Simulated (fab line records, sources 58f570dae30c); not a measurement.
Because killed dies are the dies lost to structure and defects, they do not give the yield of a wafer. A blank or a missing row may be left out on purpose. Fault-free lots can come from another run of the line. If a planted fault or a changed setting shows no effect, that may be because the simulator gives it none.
fab line records | flow berkeley_cmos170
record: lots: 14 | wafers: 42 | last_day: 11
route steps=331 shown NWELL@18 SDANNEAL@205 CONTACT@218 V1@269
lots that met no fault: taken from a fault-free run of the same line
start_h: the number of hours between the record's first day and the start of the first shown wafer of the lot | wait_h: time in hours since the lot's previous step | " identical to the entry in the row above | L1.1+2: several wafers, shown together as one row | - no value present, or no start provided | * or withheld: withheld | < > ~ a bound
route shown NAME@n: a module of which the file shows steps, and the number in the route of the first | usual: mean/standard deviation of fault-free wafers | same: alike in all rows | chamber/n: place in a boat | sites: readings site by site | _std_site: the values' standard deviation | _edge_site: inner sites' mean taken away from outer sites' mean | radius_mm: how far each site lies from the wafer's centre | mask NAME#n: copy n | behind: the most recent tool/chamber to have shaped the wafer | hold: what put the lot on hold/how long, in hours/how the hold closed | device: names the non-switching transistor (n, p or np) | end of line: the route-end tests of the same wafers | for a step that has no rows: nothing shown but its recipe | killed: dies lost to structure and defects at the first sort, not the wafer's yield | map: a wafer's dies, marking killed ones x, the rest . and places with no die _
set.NAME: the setting that was run; set.NAME@STEP: the one run at that earlier step | model.NAME: the simulator's own value behind a step, which no gauge read
a sample of lots followed through the steps of the route, with each step as a table and each wafer as a row
services: from which hour (start_h, from the record's first day; less than 0 if before it) a tool's chamber was out of use, for how many hours, and why
== steps ==
step: UCB170_NWELL_CVD_04
recipe: material: Si3N4 | target_thk_nm: 224 | temp_c: 800 | precursor: SiH2Cl2/NH3 | time_s: 3360 | pressure_mtorr: 200 | sih2cl2_flow_sccm: 25 | nh3_flow_sccm: 75
usual: pressure_mtorr: 200.0/0.41 | spike_tc_centre_C: 803.8/1.2 | spike_tc_load_C: 826.0/2.2 | spike_tc_source_C: 823.4/1.1 | susceptor_temp_C: 800.0/0.31
lot.wafer | tool     | chamber | start_h | wait_h | pressure_mtorr | spike_tc_centre_C | spike_tc_load_C | spike_tc_source_C | susceptor_temp_C
L911.1    | lpcvd-02 | 0       | 26.60   | 0.0    | 200.2          | 802.8             | 828.2           | 824.0             | 799.4
L911.3    | "        | 0       | "       | "      | 199.4          | 802.8             | 825.5           | 823.6             | 799.7
L911.5    | "        | 0       | "       | "      | 200.0          | 806.4             | 827.5           | 823.2             | 799.6
L912.1    | lpcvd-02 | 0       | 36.15   | 0.0    | 199.5          | 805.4             | 827.5           | 822.0             | 799.8
L912.2    | "        | 0       | "       | "      | 199.7          | 804.0             | 827.8           | 823.1             | 800.8
L912.6    | "        | 0       | "       | "      | 200.4          | 804.5             | 826.5           | 821.1             | 800.4
L913.1    | lpcvd-01 | 0       | 39.05   | 0.2    | 200.2          | 805.3             | 825.2           | 823.4             | 800.1
L913.2    | "        | 0       | "       | "      | 199.9          | 803.0             | 828.8           | 822.6             | 799.4
L913.4    | "        | 0       | "       | "      | 200.7          | 803.5             | 826.0           | 822.0             | 800.5
L914.1    | lpcvd-02 | 0       | 46.00   | 0.0    | 199.9          | 803.9             | 828.0           | 823.9             | 800.3
L914.3    | "        | 0       | "       | "      | 199.6          | 805.7             | 827.1           | 823.4             | 799.9
L914.5    | "        | 0       | "       | "      | 199.8          | 803.8             | 824.6           | 822.5             | 800.3
L916.1    | lpcvd-02 | 1       | 57.21   | 0.0    | 199.7          | 802.1             | 825.5           | 823.6             | 800.3
L916.5    | "        | 1       | "       | "      | 199.7          | 802.9             | 826.9           | 823.0             | 800.2
L916.6    | "        | 1       | "       | "      | 200.0          | 801.6             | 827.6           | 822.3             | 799.1
L917.2    | lpcvd-02 | 0       | 63.13   | 0.0    | 200.6          | 805.6             | 827.1           | 824.0             | 800.2
L917.5    | "        | 0       | "       | "      | 199.4          | 803.0             | 826.6           | 822.9             | 800.1
L917.6    | "        | 0       | "       | "      | 200.1          | 803.5             | 827.2           | 823.3             | 799.4
L921.1    | lpcvd-02 | 0       | 77.60   | 0.0    | 200.2          | 805.3             | 826.6           | 824.6             | 799.8
L921.4    | "        | 0       | "       | "      | 200.5          | 806.0             | 828.1           | 823.4             | 800.1
L921.6    | "        | 0       | "       | "      | 200.4          | 804.6             | 826.6           | 822.6             | 799.9
L924.2    | lpcvd-02 | 0       | 95.80   | 0.0    | 200.2          | 812.6             | 835.3           | 831.3             | 808.7
L924.3    | "        | 0       | "       | "      | 200.5          | 813.6             | 833.9           | 832.9             | 808.8
L924.4    | "        | 0       | "       | "      | 199.6          | 812.5             | 835.3           | 833.3             | 808.9
L925.3    | lpcvd-02 | 1       | 95.80   | 0.0    | 200.1          | 809.6             | 838.0           | 831.8             | 808.4
L925.5    | "        | 1       | "       | "      | 200.1          | 811.2             | 833.7           | 831.1             | 808.9
L925.6    | "        | 1       | "       | "      | 199.9          | 810.7             | 835.0           | 831.7             | 808.8
L927.4    | lpcvd-01 | 0       | 106.80  | 0.0    | 199.9          | 803.1             | 825.5           | 822.6             | 800.0
L927.5    | "        | 0       | "       | "      | 199.6          | 803.5             | 826.0           | 823.3             | 800.2
L927.6    | "        | 0       | "       | "      | 200.1          | 804.7             | 825.1           | 821.6             | 799.6
L928.1    | lpcvd-01 | 1       | 111.08  | 0.0    | 199.7          | 804.1             | 816.7           | 822.9             | 799.9
L928.2    | "        | 1       | "       | "      | 200.0          | 802.7             | 815.5           | 822.7             | 800.1
L928.4    | "        | 1       | "       | "      | 200.7          | 803.3             | 816.1           | 822.0             | 800.2
L929.1    | lpcvd-01 | 0       | 115.68  | 0.7    | 199.7          | 802.9             | 826.0           | 823.4             | 800.1
L929.3    | "        | 0       | "       | "      | 199.7          | 804.1             | 826.1           | 823.4             | 799.9
L929.6    | "        | 0       | "       | "      | 200.1          | 804.7             | 827.0           | 821.9             | 799.4
L931.2    | lpcvd-01 | 0       | 127.25  | 1.5    | 200.3          | 805.1             | 825.7           | 820.3             | 800.6
L931.4    | "        | 0       | "       | "      | 200.2          | 805.5             | 827.9           | 821.5             | 799.8
L931.6    | "        | 0       | "       | "      | 199.5          | 804.4             | 826.8           | 823.1             | 799.9
L932.2    | lpcvd-01 | 0       | 132.09  | 0.0    | 200.0          | 805.1             | 825.7           | 822.6             | 800.1
L932.4    | "        | 0       | "       | "      | 199.8          | 805.0             | 825.3           | 824.0             | 799.5
L932.5    | "        | 0       | "       | "      | 199.2          | 804.7             | 824.5           | 823.8             | 799.5
step: UCB170_NWELL_THK_MEAS_05
recipe: reads: Si3N4_of_NWELL_CVD_04
usual: NWELL_NITRIDE_THK: 224.5/2.5
lot.wafer | tool          | chamber | start_h | wait_h | NWELL_NITRIDE_THK[nm]
L911.1    | film_metro-03 | -       | 28.53   | 0.0    | 220.8
L911.3    | "             | -       | "       | "      | 221.0
L911.5    | "             | -       | "       | "      | 221.0
L912.1    | film_metro-04 | -       | 38.08   | 0.0    | 225.7
L912.2    | "             | -       | "       | "      | 226.8
L912.6    | "             | -       | "       | "      | 226.9
L913.1    | film_metro-03 | -       | 40.98   | 0.0    | 221.9
L913.2    | "             | -       | "       | "      | 220.5
L913.4    | "             | -       | "       | "      | 222.8
L914.1    | film_metro-01 | -       | 47.93   | 0.0    | 225.4
L914.3    | "             | -       | "       | "      | 227.0
L914.5    | "             | -       | "       | "      | 227.5
L916.1    | film_metro-04 | -       | 59.14   | 0.0    | 225.5
L916.5    | "             | -       | "       | "      | 227.0
L916.6    | "             | -       | "       | "      | 225.3
L917.2    | film_metro-04 | -       | 65.07   | 0.0    | 221.9
L917.5    | "             | -       | "       | "      | 223.5
L917.6    | "             | -       | "       | "      | 221.7
L921.1    | film_metro-03 | -       | 79.53   | 0.0    | 220.8
L921.4    | "             | -       | "       | "      | 221.1
L921.6    | "             | -       | "       | "      | 221.0
L924.2    | film_metro-01 | -       | 97.75   | 0.0    | 266.7
L924.3    | "             | -       | "       | "      | 267.0
L924.4    | "             | -       | "       | "      | 267.1
L925.3    | film_metro-01 | -       | 97.82   | 0.1    | 264.4
L925.5    | "             | -       | "       | "      | 263.6
L925.6    | "             | -       | "       | "      | 262.6
L927.4    | film_metro-04 | -       | 108.76  | 0.0    | 228.1
L927.5    | "             | -       | "       | "      | 228.7
L927.6    | "             | -       | "       | "      | 227.0
L928.1    | film_metro-01 | -       | 113.01  | 0.0    | 226.3
L928.2    | "             | -       | "       | "      | 226.6
L928.4    | "             | -       | "       | "      | 227.0
L929.1    | film_metro-03 | -       | 117.62  | 0.0    | 224.1
L929.3    | "             | -       | "       | "      | 224.1
L929.6    | "             | -       | "       | "      | 226.2
L931.2    | film_metro-01 | -       | 129.20  | 0.0    | 223.9
L931.4    | "             | -       | "       | "      | 222.1
L931.6    | "             | -       | "       | "      | 223.0
L932.2    | film_metro-04 | -       | 134.04  | 0.0    | 228.3
L932.4    | "             | -       | "       | "      | 227.3
L932.5    | "             | -       | "       | "      | 227.7
step: UCB170_NWELL_ETCH_13
recipe: chemistry: CH3F/Ar/O2 | target: Si3N4 | stop_on: SiO2 | CH3F_flow_sccm: 20 | Ar_flow_sccm: 50 | O2_flow_sccm: 7 | pressure_mtorr: 50 | rf_w: 450 | target_depth_a: 2464 | over_etch_frac: 0.1 | time_s: 154
usual: drypump_motor_current_A: 5.8/0.39 | oes_product_au: 0.944/0.012 | throttle_valve_pct: 7.98/0.11
lot.wafer | tool        | chamber | start_h | wait_h | drypump_motor_current_A | oes_product_au | rf_hours_counter_h | throttle_valve_pct
L911.1    | rie_diel-01 | 2       | 30.58   | 0.0    | 6.6                     | 0.939          | 91                 | 7.95
L911.3    | "           | 0       | "       | "      | 5.7                     | 0.943          | 49                 | 8.09
L911.5    | "           | 3       | "       | "      | 5.5                     | 0.930          | -                  | 7.85
L912.1    | rie_diel-01 | 0       | 40.41   | 0.0    | 5.7                     | 0.967          | 50                 | 8.07
L912.2    | "           | 1       | "       | "      | 5.5                     | 0.959          | 138                | 8.08
L912.6    | "           | 0       | "       | "      | 5.8                     | 0.961          | -                  | 8.08
L913.1    | rie_diel-01 | 1       | 42.08   | 0.0    | 5.5                     | 0.953          | 138                | 8.09
L913.2    | "           | 3       | "       | "      | 5.5                     | 0.925          | 164                | 7.86
L913.4    | "           | 0       | "       | "      | 5.7                     | 0.949          | 50                 | 8.08
L914.1    | rie_diel-04 | 3       | 49.00   | 0.0    | 5.6                     | 0.949          | 165                | 7.87
L914.3    | "           | 2       | "       | "      | 6.0                     | 0.950          | 14                 | 7.90
L914.5    | "           | 1       | "       | "      | 5.6                     | 0.954          | -                  | 7.97
L916.1    | rie_diel-04 | 2       | 60.41   | 0.0    | 6.0                     | 0.955          | 15                 | 7.89
L916.5    | "           | 1       | "       | "      | 5.6                     | 0.948          | -                  | 7.96
L916.6    | "           | 2       | "       | "      | 6.0                     | 0.949          | -                  | 7.89
L917.2    | rie_diel-01 | 0       | 66.00   | 0.0    | 5.7                     | 0.953          | 52                 | 8.07
L917.5    | "           | 3       | "       | "      | 5.4                     | 0.937          | -                  | 7.85
L917.6    | "           | 2       | "       | "      | 6.6                     | 0.947          | -                  | 7.97
L921.1    | rie_diel-04 | 0       | 80.71   | 0.0    | 6.3                     | 0.929          | 10                 | 8.03
L921.4    | "           | 3       | "       | "      | 5.7                     | 0.933          | -                  | 7.86
L921.6    | "           | 0       | "       | "      | 6.3                     | 0.921          | -                  | 8.03
L924.2    | rie_diel-03 | 1       | 98.67   | 0.0    | 5.5                     | 0.973          | 3                  | 8.20
L924.3    | "           | 2       | "       | "      | 6.0                     | 0.976          | 102                | 7.81
L924.4    | "           | 2       | "       | "      | 6.0                     | 0.971          | -                  | 7.82
L925.3    | rie_diel-04 | 2       | 99.27   | 0.0    | 6.0                     | 0.987          | 17                 | 7.91
L925.5    | "           | 1       | "       | "      | 5.6                     | 1.006          | -                  | 7.94
L925.6    | "           | 2       | "       | "      | 6.0                     | 0.993          | -                  | 7.89
L927.4    | rie_diel-04 | 2       | 110.48  | 0.1    | 6.0                     | 0.955          | -                  | 7.90
L927.5    | "           | 0       | "       | "      | 6.3                     | 0.957          | -                  | 8.03
L927.6    | "           | 1       | "       | "      | 5.6                     | 0.950          | -                  | 7.93
L928.1    | rie_diel-04 | 1       | 114.60  | 0.0    | 5.6                     | 0.956          | 2                  | 7.94
L928.2    | "           | 2       | "       | "      | 6.0                     | 0.953          | 18                 | 7.89
L928.4    | "           | 1       | "       | "      | 5.6                     | 0.958          | -                  | 7.95
L929.1    | rie_diel-03 | 3       | 118.76  | 0.0    | 5.3                     | 0.945          | 128                | 7.99
L929.3    | "           | 2       | "       | "      | 6.0                     | 0.912          | 103                | 7.82
L929.6    | "           | 0       | "       | "      | 5.5                     | 0.950          | -                  | 8.16
L931.2    | rie_diel-01 | 0       | 130.13  | 0.0    | 5.7                     | 0.958          | 54                 | 8.06
L931.4    | "           | 2       | "       | "      | 6.6                     | 0.935          | 95                 | 7.97
L931.6    | "           | 2       | "       | "      | 6.6                     | 0.950          | -                  | 7.97
L932.2    | rie_diel-03 | 0       | 136.04  | 0.0    | 5.5                     | 0.956          | 31                 | 8.15
L932.4    | "           | 3       | "       | "      | 5.2                     | 0.959          | 129                | 7.97
L932.5    | "           | 2       | "       | "      | 6.0                     | 0.929          | -                  | 7.82
step: UCB170_SDANNEAL_RTA_01
recipe: temp_c: 1050 | time_s: 5 | ambient: N2
usual: lamp_power_pct: 37.9/2.6 | wafer_temp_C_max: 1056.2/1.2
lot.wafer | tool          | chamber | start_h | wait_h | lamp_power_pct | wafer_temp_C_max
L911.1    | rtp_anneal-01 | 0       | 125.84  | 0.1    | 34.8           | 1054.6
L911.3    | "             | 0       | "       | "      | 34.8           | 1057.4
L911.5    | "             | 0       | "       | "      | 34.8           | 1056.5
L913.1    | rtp_anneal-01 | 0       | 141.66  | 0.1    | 34.9           | 1054.9
L913.2    | "             | 0       | "       | "      | 34.9           | 1055.0
L913.4    | "             | 0       | "       | "      | 34.8           | 1059.4
L912.1    | rtp_anneal-02 | 0       | 141.91  | 0.1    | 40.0           | 1055.3
L912.2    | "             | 0       | "       | "      | 40.0           | 1057.3
L912.6    | "             | 0       | "       | "      | 40.1           | 1055.1
L914.1    | rtp_anneal-01 | 0       | 152.93  | 0.1    | 34.8           | 1057.7
L914.3    | "             | 0       | "       | "      | 34.8           | 1055.7
L914.5    | "             | 0       | "       | "      | 34.8           | 1056.8
L916.1    | rtp_anneal-01 | 0       | 165.35  | 0.1    | 34.9           | 1057.4
L916.5    | "             | 0       | "       | "      | 34.8           | 1056.2
L916.6    | "             | 0       | "       | "      | 34.8           | 1056.9
L917.2    | rtp_anneal-02 | 0       | 165.60  | 0.1    | 40.1           | 1055.2
L917.5    | "             | 0       | "       | "      | 40.1           | 1055.3
L917.6    | "             | 0       | "       | "      | 40.0           | 1057.0
L921.1    | rtp_anneal-01 | 0       | 198.98  | 0.1    | 34.9           | 1057.2
L921.4    | "             | 0       | "       | "      | 34.8           | 1054.8
L921.6    | "             | 0       | "       | "      | 34.9           | 1057.1
L927.4    | rtp_anneal-01 | 0       | 221.39  | 0.1    | 34.8           | 1055.5
L927.5    | "             | 0       | "       | "      | 34.9           | 1056.8
L927.6    | "             | 0       | "       | "      | 34.8           | 1055.2
L928.1    | rtp_anneal-02 | 0       | 228.13  | 0.1    | 40.0           | 1057.1
L928.2    | "             | 0       | "       | "      | 40.1           | 1056.4
L928.4    | "             | 0       | "       | "      | 40.1           | 1055.0
L929.1    | rtp_anneal-02 | 0       | 229.03  | 0.1    | 40.1           | 1055.4
L929.3    | "             | 0       | "       | "      | 40.1           | 1057.0
L929.6    | "             | 0       | "       | "      | 40.1           | 1055.2
L931.2    | rtp_anneal-02 | 0       | 238.75  | 0.1    | 40.0           | 1055.7
L931.4    | "             | 0       | "       | "      | 40.1           | 1055.2
L931.6    | "             | 0       | "       | "      | 40.1           | 1056.3
L932.2    | rtp_anneal-01 | 0       | 252.64  | 0.1    | 34.8           | 1056.2
L932.4    | "             | 0       | "       | "      | 34.8           | 1054.9
L932.5    | "             | 0       | "       | "      | 34.8           | 1054.3
step: UCB170_CONTACT_THK_MEAS_02
recipe: reads: PSG_of_CONTACT_CVD_01
usual: CONTACT_PSG_THK: 700/6.7
lot.wafer | tool          | chamber | start_h | wait_h | CONTACT_PSG_THK[nm]
L911.1    | film_metro-01 | -       | 129.95  | 0.0    | 695
L911.3    | "             | -       | "       | "      | 698
L911.5    | "             | -       | "       | "      | 699
L913.1    | film_metro-02 | -       | 144.55  | 0.0    | 702
L913.2    | "             | -       | "       | "      | 698
L913.4    | "             | -       | "       | "      | 696
L912.1    | film_metro-01 | -       | 145.30  | 0.0    | 686
L912.2    | "             | -       | "       | "      | 690
L912.6    | "             | -       | "       | "      | 694
L914.1    | film_metro-03 | -       | 157.00  | 0.0    | 692
L914.3    | "             | -       | "       | "      | 700
L914.5    | "             | -       | "       | "      | 697
L916.1    | film_metro-02 | -       | 168.34  | 0.0    | 719
L916.5    | "             | -       | "       | "      | 707
L916.6    | "             | -       | "       | "      | 707
L917.2    | film_metro-02 | -       | 169.89  | 0.0    | 692
L917.5    | "             | -       | "       | "      | 697
L917.6    | "             | -       | "       | "      | 692
L921.1    | film_metro-03 | -       | 203.57  | 0.0    | 696
L921.4    | "             | -       | "       | "      | 689
L921.6    | "             | -       | "       | "      | 694
L927.4    | film_metro-01 | -       | 224.58  | 0.0    | 704
L927.5    | "             | -       | "       | "      | 703
L927.6    | "             | -       | "       | "      | 701
L928.1    | film_metro-02 | -       | 231.02  | 0.0    | 700
L928.2    | "             | -       | "       | "      | 702
L928.4    | "             | -       | "       | "      | 702
L929.1    | film_metro-01 | -       | 232.80  | 0.0    | 705
L929.3    | "             | -       | "       | "      | 708
L929.6    | "             | -       | "       | "      | 709
L931.2    | film_metro-03 | -       | 241.67  | 0.0    | 701
L931.4    | "             | -       | "       | "      | 701
L931.6    | "             | -       | "       | "      | 697
L932.2    | film_metro-03 | -       | 255.53  | 0.0    | 704
L932.4    | "             | -       | "       | "      | 699
L932.5    | "             | -       | "       | "      | 702
step: UCB170_V1_STRIP_15
recipe: chemistry: O2 | power_w: 400 | pressure_mtorr: 3500 | platen_temp_c: withheld | o2_flow_sccm: 400 | overash_fraction: 0.5
usual: drypump_motor_current_A: 6.0/0.49 | oes_product_au: 0.722/0.0051 | strip_time_to_endpoint_s: 15.36/0.11
lot.wafer | tool            | chamber | start_h | wait_h | drypump_motor_current_A | oes_product_au | rf_hours_counter_h | strip_time_to_endpoint_s
L911.1    | plasma_asher-02 | 0       | 144.02  | 0.1    | 6.0                     | 0.722          | 36                 | 15.27
L911.3    | "               | 0       | "       | "      | 6.0                     | 0.721          | -                  | 15.32
L911.5    | "               | 1       | "       | "      | 6.1                     | 0.724          | -                  | 15.37
L913.1    | plasma_asher-02 | 0       | 156.84  | 0.1    | 6.1                     | 0.726          | 37                 | 15.44
L913.2    | "               | 1       | "       | "      | 6.1                     | 0.723          | 37                 | 15.32
L913.4    | "               | 1       | "       | "      | 6.1                     | 0.718          | -                  | 15.15
L912.1    | plasma_asher-04 | 1       | 157.11  | 0.1    | 5.7                     | 0.719          | 47                 | 15.24
L912.2    | "               | 0       | "       | "      | 6.7                     | 0.722          | 47                 | 15.43
L912.6    | "               | 0       | "       | "      | 6.7                     | 0.731          | -                  | 15.24
L914.1    | plasma_asher-04 | 0       | 169.74  | 0.1    | 6.8                     | 0.713          | 48                 | 15.31
L914.3    | "               | 0       | "       | "      | 6.7                     | 0.732          | -                  | 15.38
L914.5    | "               | 1       | "       | "      | 5.7                     | 0.727          | -                  | 15.55
L917.2    | plasma_asher-02 | 0       | 179.85  | 0.1    | 6.1                     | 0.729          | 39                 | 15.62
L917.5    | "               | 1       | "       | "      | 6.1                     | 0.723          | -                  | 15.43
L917.6    | "               | 0       | "       | "      | 6.0                     | 0.726          | -                  | 15.43
L916.1    | plasma_asher-04 | 1       | 180.02  | 0.1    | 5.7                     | 0.726          | 49                 | 15.05
L916.5    | "               | 0       | "       | "      | 6.8                     | 0.721          | -                  | 15.26
L916.6    | "               | 1       | "       | "      | 5.7                     | 0.715          | -                  | 15.14
L921.1    | plasma_asher-02 | 1       | 214.37  | 0.1    | 6.1                     | 0.725          | 42                 | 15.41
L921.4    | "               | 1       | "       | "      | 6.1                     | 0.716          | -                  | 15.35
L921.6    | "               | 0       | "       | "      | 6.1                     | 0.723          | -                  | 15.52
L927.4    | plasma_asher-04 | 0       | 236.38  | 0.0    | 6.7                     | 0.725          | -                  | 15.26
L927.5    | "               | 0       | "       | "      | 6.7                     | 0.712          | -                  | 15.29
L927.6    | "               | 1       | "       | "      | 5.7                     | 0.719          | -                  | 15.31
L928.1    | plasma_asher-04 | 1       | 241.51  | 0.1    | 5.7                     | 0.724          | 56                 | 15.33
L928.2    | "               | 0       | "       | "      | 6.7                     | 0.727          | 56                 | 15.47
L928.4    | "               | 0       | "       | "      | 6.7                     | 0.716          | -                  | 15.47
L929.1    | plasma_asher-02 | 1       | 241.66  | 0.1    | 6.1                     | 0.725          | 45                 | 15.34
L929.3    | "               | 0       | "       | "      | 6.0                     | 0.724          | -                  | 15.22
L929.6    | "               | 1       | "       | "      | 6.1                     | 0.721          | -                  | 15.34
L931.2    | plasma_asher-02 | 1       | 254.35  | 0.1    | 6.1                     | 0.729          | 47                 | 15.23
L931.4    | "               | 0       | "       | "      | 6.1                     | 0.730          | -                  | 15.18
L931.6    | "               | 0       | "       | "      | 6.0                     | 0.720          | -                  | 15.16
L932.2    | plasma_asher-03 | 0       | 265.34  | 0.1    | 6.1                     | 0.721          | 14                 | 15.49
L932.4    | "               | 1       | "       | "      | 4.9                     | 0.722          | -                  | 15.38
L932.5    | "               | 0       | "       | "      | 6.1                     | 0.725          | -                  | 15.37
== services ==
tool            | chamber | start_h | hours | kind
plasma_asher-02 | -       | 16.36   | 7.0   | repair
rie_diel-03     | 3       | 17.03   | 1.7   | repair
rie_diel-04     | 0       | 23.77   | 3.6   | repair
plasma_asher-04 | -       | 38.35   | 2.8   | pm
rie_diel-01     | 2       | 87.16   | 1.3   | repair
rie_diel-03     | 3       | 98.54   | 13.0  | repair
rtp_anneal-02   | -       | 106.34  | 2.7   | pm
rie_diel-01     | -       | 108.16  | 14.6  | pm
rie_diel-04     | -       | 133.30  | 1.1   | repair
plasma_asher-02 | -       | 157.02  | 1.9   | repair
plasma_asher-02 | -       | 157.98  | 4.2   | repair
rie_diel-04     | 2       | 159.62  | 23.3  | repair
rie_diel-03     | 0       | 162.65  | 1.4   | repair
rie_diel-01     | 2       | 169.10  | 12.9  | repair
rie_diel-04     | 1       | 172.90  | 39.9  | repair
plasma_asher-02 | -       | 199.51  | 5.9   | repair
rie_diel-01     | 0       | 213.44  | 4.2   | repair
rie_diel-03     | -       | 218.63  | 4.0   | pm
lpcvd-02        | -       | 232.80  | 6.0   | pm
rie_diel-03     | 0       | 233.42  | 36.3  | repair
rie_diel-01     | -       | 236.00  | 0.2   | repair
rtp_anneal-01   | -       | 236.09  | 3.8   | pm
lpcvd-01        | -       | 242.10  | 0.8   | repair
rie_diel-04     | 0       | 257.78  | 9.8   | repair
== key ==
first_sign: step: UCB170_NWELL_CVD_04 | reading: susceptor_temp_C | direction: up | sigmas: 28 | usual: * | struck: *
effect: step: UCB170_NWELL_CVD_04 | reading: spike_tc_source_C | direction: up | sigmas: 8 | usual: 823.4 | struck: 832.0
effect: step: UCB170_NWELL_THK_MEAS_05 | reading: NWELL_NITRIDE_THK | direction: up | sigmas: 17 | usual: 224.5 | struck: 265.2
effect: step: UCB170_NWELL_ETCH_13 | reading: oes_product_au | direction: up | sigmas: 3.3 | usual: 0.944 | struck: 0.984
met_at UCB170_NWELL_CVD_04
struck_lots L924,L925
later_rows_left_out L924.2,L924.3,L924.4,L925.3,L925.5,L925.6
sort_left_out L924.2,L924.3,L924.4,L925.3,L925.5,L925.6
tester_left_out L924,L925
not_acting_at UCB170_SDANNEAL_RTA_01,UCB170_CONTACT_THK_MEAS_02,UCB170_V1_STRIP_15
onset_between 77.60 95.80
fault: kind: process_parameter_drift | tool: lpcvd-02 | chamber: - | onset_h: 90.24 | steps: UCB170_NWELL_CVD_04 | channel: temp_c | offset: * | shape: step | end_h: 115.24 | acts_in: * | stated: *
tester_left_out: of these lots the tester's yield and bins aren't shown, on N5 and GAA mostly nor the transistor test; their killed dies are dies lost to structure and defects alone, not to doping, threshold or leakage, so they don't give the yield
sort_left_out: the simulated sort isn't trusted on such a fault, so these wafers' sort isn't shown, and their yield isn't known
later_rows_left_out: the simulator's readings of these wafers behind a module that went badly wrong aren't trusted and aren't shown, but for the sort
